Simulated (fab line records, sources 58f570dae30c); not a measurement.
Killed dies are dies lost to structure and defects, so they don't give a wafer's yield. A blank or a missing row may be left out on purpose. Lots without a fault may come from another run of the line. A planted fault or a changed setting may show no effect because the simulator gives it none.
fab line records | flow berkeley_cmos170 | part 2 of 2: steps 29 to 37 of 37
record lots=5 wafers=15 last_day=10
route steps=331 shown NWELL@14 PWELL@34
lots that met no fault: from a run of the same line without faults
start_h: hours from the record's first day to the start of the lot's first wafer shown | wait_h: hours since the lot's step before | " the same as in the row above | L1.1+2: a row that stands for several wafers | - no value, or no start given | * or withheld: withheld | < > ~ a bound
route shown NAME@n: a module of which the file shows steps, and the number in the route of the first | usual: mean/standard deviation of fault-free wafers | same: alike in all rows | chamber/n: place in a boat | sites: the reading at each site | _std_site: their standard deviation | _edge_site: outer sites' mean less inner sites' | radius_mm: how far each site lies from the wafer's centre | mask NAME#n: copy n | behind: the tool/chamber that last shaped the wafer | hold: why the lot was held/for how many hours/how that ended | device: the transistor (n, p or np) that didn't switch | end of line: the same wafers' tests at the end of the route | a step without rows: its recipe alone | killed: dies lost to structure and defects at the first sort, not the wafer's yield | map: a wafer's dies, x killed, . not, _ none there
set.NAME: the setting as run; set.NAME@STEP: as run at that earlier step | model.NAME: the simulator's own value behind a step, which no gauge read
lots at some steps of the route; a table a step, a row a wafer
services: from which hour (start_h, from the record's first day; less than 0 if before it) a tool's chamber was out of use, for how many hours, and why
## steps
# step UCB170_PWELL_COAT_08
# recipe resist=KrF spin_rpm=1500 resist_thk_nm=900
# usual chill_plate_temp_C=22.98/0.1
# columns lot.wafer tool chamber start_h wait_h chill_plate_temp_C
L078.1 litho_track-03 0 67.16 0.1 23.03
L078.2 " 0 " " 23.02
L078.5 " 0 " " 22.97
L080.2 litho_track-02 0 72.62 0.1 23.13
L080.5 " 0 " " 23.05
L080.6 " 0 " " 23.00
L079.1 litho_track-03 0 72.69 0.1 23.03
L079.5 " 0 " " 22.99
L079.6 " 0 " " 22.86
L090.1 litho_track-03 0 119.75 0.1 22.97
L090.4 " 0 " " 22.92
L090.6 " 0 " " 22.86
L089.4 litho_track-02 0 129.10 0.1 23.08
L089.5 " 0 " " 23.09
L089.6 " 0 " " 23.05
# step UCB170_PWELL_SOFTBAKE_09
# recipe resist=KrF temp_c=130 time_s=60
# usual chill_plate_temp_C=22.99/0.11
# columns lot.wafer tool chamber start_h wait_h chill_plate_temp_C
L078.1 litho_track-03 0 67.31 0.1 22.91
L078.2 " 0 " " 22.92
L078.5 " 0 " " 22.91
L080.2 litho_track-02 0 72.77 0.1 23.12
L080.5 " 0 " " 23.05
L080.6 " 0 " " 22.89
L079.1 litho_track-03 0 72.84 0.1 23.11
L079.5 " 0 " " 23.07
L079.6 " 0 " " 23.14
L090.1 litho_track-03 0 119.90 0.1 22.89
L090.4 " 0 " " 22.97
L090.6 " 0 " " 22.93
L089.4 litho_track-02 0 129.25 0.1 23.15
L089.5 " 0 " " 22.94
L089.6 " 0 " " 22.83
# step UCB170_PWELL_EXPOSE_10
# recipe mask_id=PWELL target_cd_nm=3000 na=0.5 sigma_outer=0.6 source_shape=conventional dose_mj=19
# columns lot.wafer tool chamber start_h wait_h mask
L078.1+2+5 krf_scanner-01 0 67.46 0.1 PWELL#0
L080.2+5+6 krf_scanner-01 0 72.91 0.1 PWELL#0
L079.1+5+6 krf_scanner-01 0 73.01 0.1 PWELL#0
L090.1+4+6 krf_scanner-02 0 120.17 0.2 PWELL#0
L089.4+5+6 krf_scanner-02 0 129.42 0.1 PWELL#0
# step UCB170_PWELL_PEB_11
# recipe peb_temp_c=130 peb_time_s=withheld resist=KrF
# usual chill_plate_temp_C=23.01/0.12
# columns lot.wafer tool chamber start_h wait_h chill_plate_temp_C
L078.1 litho_track-01 0 68.02 0.5 23.08
L078.2 " 0 " " 23.18
L078.5 " 0 " " 23.32
L080.2 litho_track-02 0 73.03 0.1 22.81
L080.5 " 0 " " 22.84
L080.6 " 0 " " 22.83
L079.1 litho_track-03 0 73.26 0.2 22.94
L079.5 " 0 " " 22.90
L079.6 " 0 " " 23.05
L090.1 litho_track-01 0 120.78 0.6 23.00
L090.4 " 0 " " 23.12
L090.6 " 0 " " 23.15
L089.4 litho_track-01 0 129.64 0.2 22.97
L089.5 " 0 " " 23.15
L089.6 " 0 " " 22.97
# step UCB170_PWELL_DEVELOP_12
# recipe developer=TMAH develop_time_s=45 resist=KrF dev_temp_c=21
# usual chill_plate_temp_C=22.98/0.1
# columns lot.wafer tool chamber start_h wait_h chill_plate_temp_C
L078.1 litho_track-01 0 - - 22.95
L078.2 " 0 " " 23.07
L078.5 " 0 " " 23.01
L080.2 litho_track-02 0 - - 22.85
L080.5 " 0 " " 23.04
L080.6 " 0 " " 22.93
L079.1 litho_track-03 0 - - 23.07
L079.5 " 0 " " 23.00
L079.6 " 0 " " 22.88
L090.1 litho_track-01 0 - - 22.82
L090.4 " 0 " " 22.95
L090.6 " 0 " " 22.92
L089.4 litho_track-01 0 - - 22.74
L089.5 " 0 " " 23.11
L089.6 " 0 " " 22.98
# step UCB170_PWELL_OVL_MEAS_13
# usual PWELL_OVL=-1/5.5
# columns lot.wafer tool chamber start_h wait_h PWELL_OVL[nm]
L078.1 overlay-02 - 68.29 - -1
L078.2 " - " " -3
L078.5 " - " " 2
L080.2 overlay-01 - 73.29 - -4
L080.5 " - " " -7
L080.6 " - " " -2
L079.1 overlay-02 - 73.54 - -1
L079.5 " - " " 1
L079.6 " - " " 1
L090.1 overlay-01 - 121.05 - 1
L090.4 " - " " 6
L090.6 " - " " 4
L089.4 overlay-01 - 129.86 - -8
L089.5 " - " " -4
L089.6 " - " " -4
# step UCB170_PWELL_ETCH_14
# recipe chemistry=CH3F/Ar/O2 target=Si3N4 stop_on=SiO2 CH3F_flow_sccm=20 Ar_flow_sccm=50 O2_flow_sccm=7 pressure_mtorr=50 rf_w=450 target_depth_a=2420 over_etch_frac=0.1 time_s=155
# usual drypump_motor_current_A=5.8/0.36 oes_product_au=0.942/0.014 throttle_valve_pct=8.07/0.17
# columns lot.wafer tool chamber start_h wait_h drypump_motor_current_A oes_product_au rf_hours_counter_h throttle_valve_pct
L078.1 rie_diel-01 3 68.33 0.0 5.5 0.933 152 8.03
L078.2 " 0 " " 5.6 0.941 84 8.12
L078.5 " 0 " " 5.6 0.941 - 8.11
L080.2 rie_diel-04 0 73.32 0.0 5.9 0.939 3 8.25
L080.5 " 2 " " 6.2 0.952 - 8.26
L080.6 " 3 " " 5.5 0.975 - 8.16
L079.1 rie_diel-02 1 73.57 0.0 6.1 0.936 37 7.97
L079.5 " 2 " " 6.2 0.969 - 7.75
L079.6 " 1 " " 6.2 0.931 - 7.97
L090.1 rie_diel-04 2 121.09 0.0 6.2 0.958 151 8.24
L090.4 " 3 " " 5.5 0.977 - 8.15
L090.6 " 1 " " 5.5 0.941 - 8.02
L089.4 rie_diel-02 3 129.93 0.1 5.6 0.915 - 7.98
L089.5 " 0 " " 5.3 0.926 - 8.25
L089.6 " 1 " " 6.1 0.923 - 7.96
# step UCB170_PWELL_IMPLANT_15
# recipe species=B dose_cm2=5e+12 energy_kev=60 tilt_deg=7
# columns lot.wafer tool chamber start_h wait_h
L078.1+2+5 implanter-04 0 68.43 0.1
L080.2+5+6 implanter-04 0 73.44 0.1
L079.1+5+6 implanter-02 0 73.68 0.1
L090.1+4+6 implanter-04 0 121.19 0.1
L089.4+5+6 implanter-03 0 130.06 0.1
# step UCB170_PWELL_STRIP_16
# recipe chemistry=O2 power_w=400 pressure_mtorr=3500 platen_temp_c=withheld o2_flow_sccm=400 overash_fraction=0.5
# usual drypump_motor_current_A=5.9/0.49 o2_flow_sccm=400.1/1.4 oes_product_au=0.720/0.0042 strip_time_to_endpoint_s=17.99/0.08
# columns lot.wafer tool chamber start_h wait_h drypump_motor_current_A o2_flow_sccm oes_product_au rf_hours_counter_h strip_time_to_endpoint_s
L078.1 plasma_asher-03 0 68.58 0.1 6.3 398.6 0.726 33 17.98
L078.2 " 1 " " 6.8 399.5 0.719 33 17.89
L078.5 " 1 " " 6.8 400.5 0.719 - 17.98
L080.2 plasma_asher-01 1 73.57 0.1 5.8 398.8 0.717 36 17.98
L080.5 " 1 " " 5.8 398.6 0.722 - 18.04
L080.6 " 0 " " 5.2 399.2 0.718 - 18.09
L079.1 plasma_asher-02 0 73.83 0.1 5.8 399.5 0.719 40 18.01
L079.5 " 1 " " 6.2 399.5 0.717 - 18.02
L079.6 " 0 " " 5.8 399.8 0.717 - 17.89
L090.1 plasma_asher-02 0 121.34 0.1 5.8 400.9 0.717 0 17.87
L090.4 " 0 " " 5.8 400.9 0.717 - 17.95
L090.6 " 1 " " 6.1 398.6 0.721 - 17.83
L089.4 plasma_asher-02 1 130.16 0.1 6.2 399.1 0.723 - 18.08
L089.5 " 1 " " 6.1 399.3 0.714 - 18.08
L089.6 " 0 " " 5.9 399.4 0.724 - 18.09
## services
# columns tool chamber start_h hours kind
rie_diel-02 2 17.78 10.2 repair
lpcvd-02 - 24.21 2.8 pm
furnace-03 - 24.86 3.5 pm
implanter-02 - 26.18 0.6 repair
plasma_asher-01 - 35.17 9.7 repair
rie_diel-02 0 35.89 11.5 repair
krf_scanner-01 - 41.73 2.6 repair
rie_diel-04 1 42.01 9.1 repair
wet_bench-03 - 45.31 1.4 repair
furnace-02 - 55.23 3.9 pm
krf_scanner-02 - 64.37 8.9 repair
plasma_asher-01 - 67.94 4.3 pm
lpcvd-02 - 71.54 6.0 pm
rie_diel-02 3 79.94 13.3 repair
implanter-01 - 83.03 4.3 pm
furnace-04 - 86.03 4.1 pm
rie_diel-04 0 87.17 7.0 repair
rie_diel-04 3 88.54 4.0 repair
plasma_asher-04 - 92.19 0.9 repair
implanter-01 - 94.11 1.8 repair
lpcvd-01 - 108.59 1.3 repair
plasma_asher-02 - 108.75 9.0 pm
rie_diel-04 0 113.70 14.8 repair
krf_scanner-01 - 125.07 0.8 pm
